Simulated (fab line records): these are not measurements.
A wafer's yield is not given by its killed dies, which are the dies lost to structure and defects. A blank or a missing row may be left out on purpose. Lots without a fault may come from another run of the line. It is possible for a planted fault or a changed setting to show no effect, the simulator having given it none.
Shared-tool check + flow rit cmos + 14 lots, 42 wafers sampled

== REASON IT WAS OPENED ==
Of 14 lots, 2 have the reading ACTIVE_NITRIDE_THK flagged at RIT_ACTIVE_THK_MEAS_04. Fault-free wafers read 149.1 nm, with a standard deviation of 1.3.
Rule: a lot is flagged when every wafer of it that has a number lies more than 4 standard deviations from that mean, or none has a number. All remaining lots are regarded as sound.

| lot  | measured    | on            | ACTIVE_NITRIDE_THK (nm), wafer by wafer | flag    |
|------|-------------|---------------|-----------------------------------------|---------|
| L119 | day 1 13:33 | film metro-04 | 150.9 151.9 150.8                       |         |
| L120 | day 1 18:32 | film metro-01 | 147.7 148.4 148.0                       |         |
| L121 | day 1 23:32 | film metro-01 | 150.8 150.9 151.6                       |         |
| L122 | day 2 04:32 | film metro-04 | 149.9 148.4 150.4                       |         |
| L123 | day 2 09:32 | film metro-04 | 149.2 150.2 149.3                       |         |
| L124 | day 2 14:32 | film metro-01 | 149.6 151.1 148.4                       |         |
| L126 | day 3 00:33 | film metro-04 | 148.1 148.5 150.1                       |         |
| L133 | day 4 11:32 | film metro-04 | 169.0 169.3 169.6                       | FLAGGED |
| L135 | day 4 22:16 | film metro-04 | 170.1 170.6 170.0                       | FLAGGED |
| L137 | day 5 07:44 | film metro-01 | 149.3 149.9 149.7                       |         |
| L138 | day 5 12:33 | film metro-04 | 149.1 148.8 149.0                       |         |
| L140 | day 5 22:33 | film metro-04 | 148.2 148.2 147.5                       |         |
| L141 | day 6 03:32 | film metro-04 | 148.8 148.2 148.6                       |         |
| L142 | day 6 08:32 | film metro-01 | 150.7 150.8 149.8                       |         |
On average the flagged lots' numbers are 169.8 nm, which is +20.7 nm against the usual, or +16 standard deviations.

== WHICH TOOL EACH LOT WENT THROUGH ==
The record holds 1 process step before the reading, out of a route of 202 steps. Read each cell as the tool, then ch plus the chambers that the sampled wafers visited, then the start.
| lot  | flag    | RIT_ACTIVE_CVD_03          |
|------|---------|----------------------------|
| L119 |         | lpcvd-01 ch 1, day 1 12:07 |
| L120 |         | lpcvd-02 ch 0, day 1 17:07 |
| L121 |         | lpcvd-01 ch 0, day 1 22:07 |
| L122 |         | lpcvd-02 ch 0, day 2 03:07 |
| L123 |         | lpcvd-01 ch 1, day 2 08:07 |
| L124 |         | lpcvd-02 ch 1, day 2 13:07 |
| L126 |         | lpcvd-02 ch 1, day 2 23:07 |
| L133 | FLAGGED | lpcvd-02 ch 1, day 4 10:07 |
| L135 | FLAGGED | lpcvd-02 ch 1, day 4 20:07 |
| L137 |         | lpcvd-01 ch 0, day 5 06:19 |
| L138 |         | lpcvd-01 ch 1, day 5 11:07 |
| L140 |         | lpcvd-01 ch 1, day 5 21:07 |
| L141 |         | lpcvd-01 ch 1, day 6 02:07 |
| L142 |         | lpcvd-01 ch 1, day 6 07:07 |
What the steps here do:
- RIT_ACTIVE_CVD_03: deposits Si3N4 from SiH2Cl2/NH3, target thk 150 nm, time 1500 s.
- RIT_ACTIVE_THK_MEAS_04

== FLAGGED AGAINST TOTAL, ONE TOOL AT A TIME (gauges that did the reading follow at the end) ==
| step                   | tool          | lots run | flagged | share of the flagged lots | sound lots run after its first flagged lot |
|------------------------|---------------|----------|---------|---------------------------|--------------------------------------------|
| RIT_ACTIVE_CVD_03      | lpcvd-01      | 8        | 0       | none                      | -                                          |
| RIT_ACTIVE_CVD_03      | lpcvd-02      | 6        | 2       | all                       | 0                                          |
| RIT_ACTIVE_THK_MEAS_04 | film metro-01 | 5        | 0       | none                      | -                                          |
| RIT_ACTIVE_THK_MEAS_04 | film metro-04 | 9        | 2       | all                       | 3 (L138,L140,L141)                         |

== WHAT THE TABLE ALLOWS ==
Rows of the table that ran all the flagged lots, 2 in number: lpcvd-02 at RIT_ACTIVE_CVD_03; film metro-04 at RIT_ACTIVE_THK_MEAS_04.
- lpcvd-02 at RIT_ACTIVE_CVD_03: 2 of its 6 lots flagged. It ran its last sound lot, L126, at day 2 23:07 and its first flagged lot, L133, at day 4 10:07: a fault with its onset between the two fits. Its own readings (nh3 flow sccm) fall more than 4 standard deviations out on all wafers of the flagged lots.
- film metro-04 at RIT_ACTIVE_THK_MEAS_04: 2 of its 9 lots flagged. Sound lots followed the first flagged one (L138, L140, L141) on it, something a lasting fault affecting the whole tool could not allow.
What remains is a single tool, lpcvd-02 at RIT_ACTIVE_CVD_03.

== WHAT HAD BEEN PUT IN BY THE SIMULATOR ==
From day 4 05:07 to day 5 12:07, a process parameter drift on lpcvd-02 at RIT_ACTIVE_CVD_03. Setting nh3 flow sccm, moved by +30, from 150. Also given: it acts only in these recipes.
Shown lots that were struck: L133, L135. Same finding as the rule above.
